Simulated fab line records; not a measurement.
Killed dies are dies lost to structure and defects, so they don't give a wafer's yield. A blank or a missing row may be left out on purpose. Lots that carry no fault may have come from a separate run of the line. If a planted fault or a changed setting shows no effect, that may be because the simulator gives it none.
Problem report in the 8D (eight disciplines) form, filled by code / flow berkeleyCmos170 / the parts of the form that need people (team, actions taken, sign-off) are left out

## 1. THE ISSUE
At UCB170_PVT_COAT_01, spinSpeedRpm averages 1546.2 rpm over 9 wafers from 3 lots, while fault-free wafers read 1500.2 rpm, standard deviation 0.89. That is +52 standard deviations from the usual mean.
The step: resist thk 900 nm.
The first sign was on wafer L320.2 at day 9 09:57, on lithoTrack-03. The record holds 45 wafers of 15 lots with a number at this step. By rule, "out" or "out of limits" means more than 4 standard deviations away from the usual mean. The rest of the wafers with a number are treated as sound.

## 2. WHAT IT IS, WHAT IT ISN'T
question=which readings at this step | is=spinSpeedRpm | is not=-
question=which lots | is=L320, L321, L322 | is not=L305, L307, L311, L312, L313, L314, L316, L318, L324, L325, L326, L328
question=which wafers of those lots | is=all that have a number | is not=-
question=read on which tools | is=lithoTrack-03 | is not=lithoTrack-01, lithoTrack-02
question=when | is=from day 9 09:57 | is not=up to then (24 sound wafers); but 12 sound wafers of L324, L325, L326, L328 came after

## 3. WHAT RULES OUT EACH SUSPECT
Counting: a tool stays on the suspect list if, at a process step up to the reading, it processed all lots that are out and no sound lot following the first of them.
- lithoTrack-03 at UCB170_PVT_COAT_01 (resist thk 900 nm): kept. It ran every lot that is out, first L320 (day 9 09:57), and no sound lot after that; its last sound lot up to then is L318 (day 8 20:13). Its own spinSpeedRpm readings are out on those wafers.
Remaining after the count: lithoTrack-03 at UCB170_PVT_COAT_01.

## 4. THE CAUSE (what the simulator had put in)
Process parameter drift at UCB170_PVT_COAT_01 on lithoTrack-03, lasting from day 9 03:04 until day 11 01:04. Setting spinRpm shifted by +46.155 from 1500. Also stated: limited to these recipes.
The count eliminated every tool but this one.

## 5. THE EFFECT CHAIN, in route order
One row per reading whose mean, taken over the struck wafers that have a number, lies over 3 standard deviations from the usual. Only readings whose record carries a usual standard deviation are examined. hours: median over the lots of the time between each lot's start at the first step of this table that gives one and its start at this step. sigmas: the change, counted in usual standard deviations.
hours=0; step=UCB170_PVT_COAT_01; reading=spinSpeedRpm; usual=1500.2 rpm; on struck wafers=1546.2; change=+46.0; sigmas=+52
hours=1; step=UCB170_PVT_STRIP_08; reading=stripTimeToEndpointS; usual=21.61 s; on struck wafers=21.31; change=-0.30; sigmas=-4.9
Here are the process steps it includes:
- UCB170_PVT_COAT_01: resist thk 900 nm.
- UCB170_PVT_STRIP_08: strips in O2.
Later steps that measure or inspect, where all struck wafers having a row at the step show a number for every such reading and not one has moved that far: UCB170_PSD_TW_MEAS_10.

## 6. WHAT WOULD HAVE CAUGHT IT SOONER
The fault began at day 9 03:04; the first out-of-limits reading in this record came at day 9 09:57, 7 hours later.
